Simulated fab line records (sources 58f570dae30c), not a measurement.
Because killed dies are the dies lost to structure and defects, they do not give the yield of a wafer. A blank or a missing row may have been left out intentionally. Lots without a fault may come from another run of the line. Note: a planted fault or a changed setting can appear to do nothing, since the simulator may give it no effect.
One fault through the eyes of 2 desks / flow berkeley-cmos170 / each desk has only its own numbers; what lay behind them comes last

## THE TOOL OWNER'S DESK: wet-bench-04
The tool's own readings at UCB170_GATE_WET_ETCH_00 (etches SiO2 in dHF, time 200 s): means of the sampled wafers that have a number, for each lot that ran on this tool. The brackets show how far a lot's mean lies from the usual mean; more than 4 standard deviations puts the lot out of limits, marked OUT.
Columns: A = bath-heat-duty-pct at UCB170_GATE_WET_ETCH_00, usual 6.2 %; B = run-length-s at UCB170_GATE_WET_ETCH_00, usual 229 s
lot=L953; first seen here=day 5 14:14; A=5.5; B=231
lot=L962; first seen here=day 7 12:09; A=6.5; B=227
lot=L959; first seen here=day 7 12:25; A=5.7; B=224
lot=L961; first seen here=day 7 12:29; A=5.2; B=223
lot=L971; first seen here=day 9 14:28; A=6.2; B=231
This desk's verdict: no lot among the 5 shows anything out of limits.

## THE METROLOGY DESK
What the gauges read, lot by lot, whatever tool the lot ran on: means of the sampled wafers that have a number. The brackets show how far a lot's mean lies from the usual mean; more than 4 standard deviations puts the lot out of limits, marked OUT.
Columns: A = FIELD_OXIDE_LEFT_2_THK at UCB170_FIELD_THK_MEAS_91, usual 353 nm; B = V1_TEOS_THK at UCB170_V1_THK_MEAS_01, usual 1995 nm; C = M3_AL_RS at UCB170_M3_RS_MEAS_02, usual 0.0323 ohm/sq
lot=L953; first seen here=day 5 14:22; A=348; B=1996; C=0.0325
lot=L954; first seen here=day 5 20:40; A=351; B=2017; C=0.0322
lot=L960; first seen here=day 7 05:06; A=400 (+4.3) OUT; B=-; C=-
lot=L964; first seen here=day 7 11:57; A=394; B=-; C=-
lot=L962; first seen here=day 7 12:13; A=351; B=2016; C=0.0320
lot=L959; first seen here=day 7 12:29; A=343; B=2033; C=0.0322
lot=L961; first seen here=day 7 12:34; A=362; B=2025; C=0.0319
lot=L968; first seen here=day 9 03:17; A=368; B=2052; C=0.0330
lot=L969; first seen here=day 9 03:33; A=372; B=1979; C=0.0327
lot=L971; first seen here=day 9 14:32; A=351; B=2015; C=0.0325
lot=L972; first seen here=day 9 14:58; A=339; B=1993; C=0.0329
lot=L973; first seen here=day 10 00:47; A=346; B=1962; C=0.0321
lot=L974; first seen here=day 10 01:04; A=358; B=2003; C=0.0322
lot=L975; first seen here=day 10 13:16; A=340; B=1968; C=0.0326
This desk reports L960 out of limits; the earliest was L960 at day 7 05:06 (FIELD_OXIDE_LEFT_2_THK at UCB170_FIELD_THK_MEAS_91). In limits: L953, L954, L964, L962, L959, L961, L968, L969, L971, L972, L973, L974, L975.

## BROUGHT TOGETHER
Metrology desk: alarm possible at day 7 05:06 on L960.
The desk of the tool owner found nothing out of limits.
The tool owner's desk has no number on record for L960.
On wet-bench-04, each named lot ran UCB170_GATE_WET_ETCH_00.

## WHAT THE SIMULATOR HAD INSERTED
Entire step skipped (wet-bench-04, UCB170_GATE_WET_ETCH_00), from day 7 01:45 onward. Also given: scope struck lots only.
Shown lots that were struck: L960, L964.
Time in hours between the start of the fault and the first out-of-limits reading at each desk: metrology desk, 3.
